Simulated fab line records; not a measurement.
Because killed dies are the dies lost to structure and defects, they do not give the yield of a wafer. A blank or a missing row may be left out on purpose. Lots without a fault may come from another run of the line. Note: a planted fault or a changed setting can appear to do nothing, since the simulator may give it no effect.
Split-lot trial / flow rit-cmos / 23 wafers read from 5 lots, route of 202 steps

== THE SPLIT ==
At RIT_PWELL_IMPLANT_08, the setting energy-kev was moved away from the recipe's 170 on 4 of the 23 wafers read, by -5.6% to +3.5%. All remaining wafers had this setting at the recipe value.

The split's own step is where the reading is taken.

== THE READING ==
implant.drp-nm (the simulator's own value, which no gauge read), in nm, at RIT_PWELL_IMPLANT_08. The file does not state a usual value for it.

wafer=L076.1; tool, chamber at the split=implanter-03, 0; energy-kev as run=170; against the recipe=recipe; implant.drp-nm, nm=102.9; against lot-mates on the recipe=-
wafer=L076.2; tool, chamber at the split=implanter-03, 0; energy-kev as run=170; against the recipe=recipe; implant.drp-nm, nm=102.9; against lot-mates on the recipe=-
wafer=L076.3; tool, chamber at the split=implanter-03, 0; energy-kev as run=170; against the recipe=recipe; implant.drp-nm, nm=102.9; against lot-mates on the recipe=-
wafer=L076.5; tool, chamber at the split=implanter-03, 0; energy-kev as run=170; against the recipe=recipe; implant.drp-nm, nm=102.9; against lot-mates on the recipe=-
wafer=L076.6; tool, chamber at the split=implanter-03, 0; energy-kev as run=170; against the recipe=recipe; implant.drp-nm, nm=102.9; against lot-mates on the recipe=-
wafer=L078.1; tool, chamber at the split=implanter-01, 0; energy-kev as run=160.5; against the recipe=-5.6%; implant.drp-nm, nm=100.7; against lot-mates on the recipe=-2.2
wafer=L078.2; tool, chamber at the split=implanter-01, 0; energy-kev as run=160.5; against the recipe=-5.6%; implant.drp-nm, nm=100.7; against lot-mates on the recipe=-2.2
wafer=L078.4; tool, chamber at the split=implanter-01, 0; energy-kev as run=170; against the recipe=recipe; implant.drp-nm, nm=102.9; against lot-mates on the recipe=-
wafer=L078.5; tool, chamber at the split=implanter-01, 0; energy-kev as run=170; against the recipe=recipe; implant.drp-nm, nm=102.9; against lot-mates on the recipe=-
wafer=L078.6; tool, chamber at the split=implanter-01, 0; energy-kev as run=170; against the recipe=recipe; implant.drp-nm, nm=102.9; against lot-mates on the recipe=-
wafer=L080.3; tool, chamber at the split=implanter-03, 0; energy-kev as run=170; against the recipe=recipe; implant.drp-nm, nm=102.9; against lot-mates on the recipe=-
wafer=L080.5; tool, chamber at the split=implanter-03, 0; energy-kev as run=170; against the recipe=recipe; implant.drp-nm, nm=102.9; against lot-mates on the recipe=-
wafer=L080.6; tool, chamber at the split=implanter-03, 0; energy-kev as run=170; against the recipe=recipe; implant.drp-nm, nm=102.9; against lot-mates on the recipe=-
wafer=L081.1; tool, chamber at the split=implanter-01, 0; energy-kev as run=175.9; against the recipe=+3.5%; implant.drp-nm, nm=103.8; against lot-mates on the recipe=+0.9
wafer=L081.5; tool, chamber at the split=implanter-01, 0; energy-kev as run=175.9; against the recipe=+3.5%; implant.drp-nm, nm=103.8; against lot-mates on the recipe=+0.9
wafer=L081.2; tool, chamber at the split=implanter-01, 0; energy-kev as run=170; against the recipe=recipe; implant.drp-nm, nm=102.9; against lot-mates on the recipe=-
wafer=L081.4; tool, chamber at the split=implanter-01, 0; energy-kev as run=170; against the recipe=recipe; implant.drp-nm, nm=102.9; against lot-mates on the recipe=-
wafer=L081.6; tool, chamber at the split=implanter-01, 0; energy-kev as run=170; against the recipe=recipe; implant.drp-nm, nm=102.9; against lot-mates on the recipe=-
wafer=L082.2; tool, chamber at the split=implanter-02, 0; energy-kev as run=170; against the recipe=recipe; implant.drp-nm, nm=102.9; against lot-mates on the recipe=-
wafer=L082.3; tool, chamber at the split=implanter-02, 0; energy-kev as run=170; against the recipe=recipe; implant.drp-nm, nm=102.9; against lot-mates on the recipe=-
wafer=L082.4; tool, chamber at the split=implanter-02, 0; energy-kev as run=170; against the recipe=recipe; implant.drp-nm, nm=102.9; against lot-mates on the recipe=-
wafer=L082.5; tool, chamber at the split=implanter-02, 0; energy-kev as run=170; against the recipe=recipe; implant.drp-nm, nm=102.9; against lot-mates on the recipe=-
wafer=L082.6; tool, chamber at the split=implanter-02, 0; energy-kev as run=170; against the recipe=recipe; implant.drp-nm, nm=102.9; against lot-mates on the recipe=-

FIT RESULTS
A straight line over all 23 wafers: implant.drp-nm changes by +0.354 nm for each +1% of energy-kev; r = +0.99; the points scatter about the line by 0.11 nm.
The same after taking each lot's own level away (the mean of its wafers on the recipe; 23 wafers): +0.354 nm for each +1%; r = +0.99; scatter 0.11 nm.
Per that fit: largest energy-kev move, reading shift of 2 nm.
The lots' own levels span 102.90 to 102.90 nm.
Consequently the slope shifts little with the lot-to-lot level, the two slopes agreeing.
Check: for one of the wafers moved furthest among these (-5.6%), held out of the fit, the line's prediction against its lot-mates is -1.92 nm. It came out at -2.2 nm against them.

== FURTHER SPLITS ON THESE WAFERS ==
Other splits were also applied to these wafers ahead of the reading. Each is held against what the fit with the lots' levels taken away leaves over:
other split on the same wafers=RIT_ACTIVE_OXIDATION_01 ox-time-s; wafers away from the commonest value=18; r with implant.drp-nm (lot level and that fit taken away)=+0.07
other split on the same wafers=RIT_ACTIVE_COAT_06 resist-thk-nm; wafers away from the commonest value=7; r with implant.drp-nm (lot level and that fit taken away)=+0.48
other split on the same wafers=RIT_ACTIVE_ETCH_13 over-etch-frac; wafers away from the commonest value=9; r with implant.drp-nm (lot level and that fit taken away)=-0.30
other split on the same wafers=RIT_NWELL_COAT_01 resist-thk-nm; wafers away from the commonest value=6; r with implant.drp-nm (lot level and that fit taken away)=+0.10

== THE WHOLE CHAIN: every reading that the file lists as answering this split, in the file's order ==
step=RIT_PWELL_IMPLANT_08; what it does=; reading=implant.rp-nm (the simulator's own value, which no gauge read); change (the file's fit)=+3.7 nm for each +1% of the setting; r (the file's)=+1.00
step=RIT_PWELL_IMPLANT_08; what it does=; reading=implant.drp-nm (the simulator's own value, which no gauge read); change (the file's fit)=+0.352 nm for each +1% of the setting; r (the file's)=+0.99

== FILE'S OWN FIT ==
implant.drp-nm changes by +0.352 nm for each +1% of energy-kev, r = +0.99.
